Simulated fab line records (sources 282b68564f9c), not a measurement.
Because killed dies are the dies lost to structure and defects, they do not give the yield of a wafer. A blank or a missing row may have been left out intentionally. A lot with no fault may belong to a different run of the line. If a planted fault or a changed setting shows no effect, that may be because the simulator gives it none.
Comparing a struck lot with a sound one | flow rit-cmos | 27 steps out of a route of 202
Sound: these wafers, L299.2, L299.3, L299.5. Struck: wafer L305.5 (left out: L305.4, L305.6 of the same lot, which were not struck); the cause appears at the end.
Per side, at each step with rows, come the tool, then ch with its chambers, and then its first start. Under that, the readings that differ: sound wafers | struck wafers | difference of the means | sigmas: that difference in standard deviations of wafers without a fault.
alike: same words and numbers on both sides, and readings whose means sit less than 2 such deviations apart. not compared: any withheld reading, any reading some wafer has no value for, any bound like >300 that may hide the same value, and any number with overlapping values for which the record gives no deviation.
A row with sigmas, a row that says differs or no value, or rows on one side alone: a step with any of these is where the two part. Numbers that have no deviation but don't overlap get no sigmas and don't part them. A reading that every wafer of one side lacks parts them only if that side has two wafers or more.

first, 4 steps without rows for these wafers: RIT_CONTACT_SOFTBAKE_04 (time 60 s); RIT_CONTACT_EXPOSE_05 (exposes mask M11, target cd 1000 nm); RIT_CONTACT_PEB_06; RIT_CONTACT_DEVELOP_07 (develop time 120 s).
RIT_CONTACT_CD_MEAS_08: target cd 1000 nm.
  struck on cd-sem-01, day 8 04:23; sound on cd-sem-01, day 7 05:58
  alike: cd-nm
RIT_CONTACT_OVL_MEAS_09:
  struck on overlay-02, day 8 04:28; sound on overlay-01, day 7 06:05
  alike: CONTACT_OVL
then, 1 step without rows for these wafers: RIT_CONTACT_HARDBAKE_10 (time 60 s).
RIT_CONTACT_ETCH_11: etches SiO2 in CHF3/CF4/Ar, stops on TiSi2, target depth 480 nm, time 320 s.
  sound on rie-diel-04 ch 0,3, day 7 06:16; struck on rie-diel-03 ch 1, day 8 04:44
  alike: drypump-motor-current-A, oes-product-au, throttle-valve-pct
  not compared: rf-hours-counter-h
RIT_CONTACT_STRIP_12: strips in O2, time 180 s.
  sound on plasma-asher-04 ch 0,1, day 7 06:27; struck on plasma-asher-02 ch 1, day 8 04:53
  reading                     | sound       | struck | difference | sigmas
  drypump-motor-current-A (A) | 5.3 5.7 5.3 | 6.5    | +1.1       | +2
  not compared: rf-hours-counter-h
RIT_CONTACT_CD_MEAS_90: target cd 1000 nm.
  struck on cd-sem-02, day 8 05:04; sound on cd-sem-02, day 7 06:38
  alike: cd-nm
then, 2 steps without rows for these wafers: RIT_CONTACT_CLEAN_13 (cleans in SC1, time 600 s); RIT_CONTACT_CLEAN_14 (cleans in SC2, time 600 s).
RIT_M1_SPUTTER_00: material Al, target thk 400 nm, time 500 s.
  struck on pvd-sputter-02, day 8 05:30; sound on pvd-sputter-03, day 7 07:05
  reading                               | sound             | struck | difference | sigmas
  model.Al_of_M1_SPUTTER_00.thk-nm (nm) | 398.6 402.1 403.1 | 458.2  | +56.9      |
  alike: throttle-valve-pct
RIT_M1_RS_MEAS_01: measurement is done with a four-point probe.
  struck on film-metro-03, day 8 05:51; sound on film-metro-03, day 7 07:25
  reading           | sound                | struck | difference | sigmas
  M1_AL_RS (ohm/sq) | 0.0736 0.0729 0.0727 | 0.0639 | -0.0092    | -8
RIT_M1_THK_MEAS_02: measures by xrf.
  struck on film-metro-03, day 8 05:56; sound on film-metro-03, day 7 07:31
  reading        | sound       | struck | difference | sigmas
  M1_AL_THK (nm) | 396 400 400 | 453    | +54        | +8
then, 6 steps without rows for these wafers: RIT_M1_HMDS_03 (prime time 60 s); RIT_M1_COAT_04 (resist thk 1300 nm); RIT_M1_SOFTBAKE_05 (time 60 s); RIT_M1_EXPOSE_06 (exposes mask M12, target cd 2600 nm); RIT_M1_PEB_07; RIT_M1_DEVELOP_08 (develop time 68 s).
RIT_M1_CD_MEAS_09: target cd 2600 nm.
  struck on cd-sem-02, day 8 06:55; sound on cd-sem-01, day 7 08:35
  reading    | sound                | struck | difference | sigmas
  cd-nm (nm) | 2594.7 2593.4 2595.4 | 2601.6 | +7.1       | +3
RIT_M1_OVL_MEAS_10:
  struck on overlay-02, day 8 06:59; sound on overlay-02, day 7 08:42
  alike: M1_OVL
then, 1 step without rows for these wafers: RIT_M1_HARDBAKE_11 (time 120 s).
RIT_M1_METAL_ETCH_12: etches Al in Cl2/BCl3, stops on SiO2, time 165 s, target depth 600 nm.
  sound on rie-metal-03 ch 0,1, day 7 09:07; struck on rie-metal-03 ch 0, day 8 07:19
  reading               | sound             | struck | difference | sigmas
  oes-product-au (a.u.) | 0.788 0.796 0.772 | 0.838  | +0.053     | +4
  alike: drypump-motor-current-A, throttle-valve-pct
  not compared: rf-hours-counter-h
then, 1 step without rows for these wafers: RIT_M1_STRIP_13 (strips in nmp, time 600 s).
RIT_M1_PROBE_99:
  struck on prober-02, day 8 09:43; sound on prober-02, day 7 12:17
  reading                  | sound                   | struck  | difference | sigmas
  defect-limited-yield (%) | 95.8 97.0 96.2          | 93.9    | -2.4       | -2
  killed-at-front-end      | 11 8 10                 | 16      | +6         | +2
  killed-open              | 4 3 2                   | 7       | +4         | +2
  sort_bin_5_function (%)  | 3.0 2.3 1.9             | 4.5     | +2.1       | +2
  sort-yield-pct (%)       | 95.8 97.0 96.2          | 93.9    | -2.4       | -2
  model.etest.m1.rs-ohm-sq | 0.07304 0.07176 0.07251 | 0.06347 | -0.00897   |
  alike: killed-at-contacts, killed-dies, killed-short, sort_bin_3_pad_short, sort_bin_6_memory, sort-n-pass

WHERE THEY PART
First at RIT_CONTACT_STRIP_12; last, within this record, at RIT_M1_PROBE_99.

WHY: the cause the simulator had injected
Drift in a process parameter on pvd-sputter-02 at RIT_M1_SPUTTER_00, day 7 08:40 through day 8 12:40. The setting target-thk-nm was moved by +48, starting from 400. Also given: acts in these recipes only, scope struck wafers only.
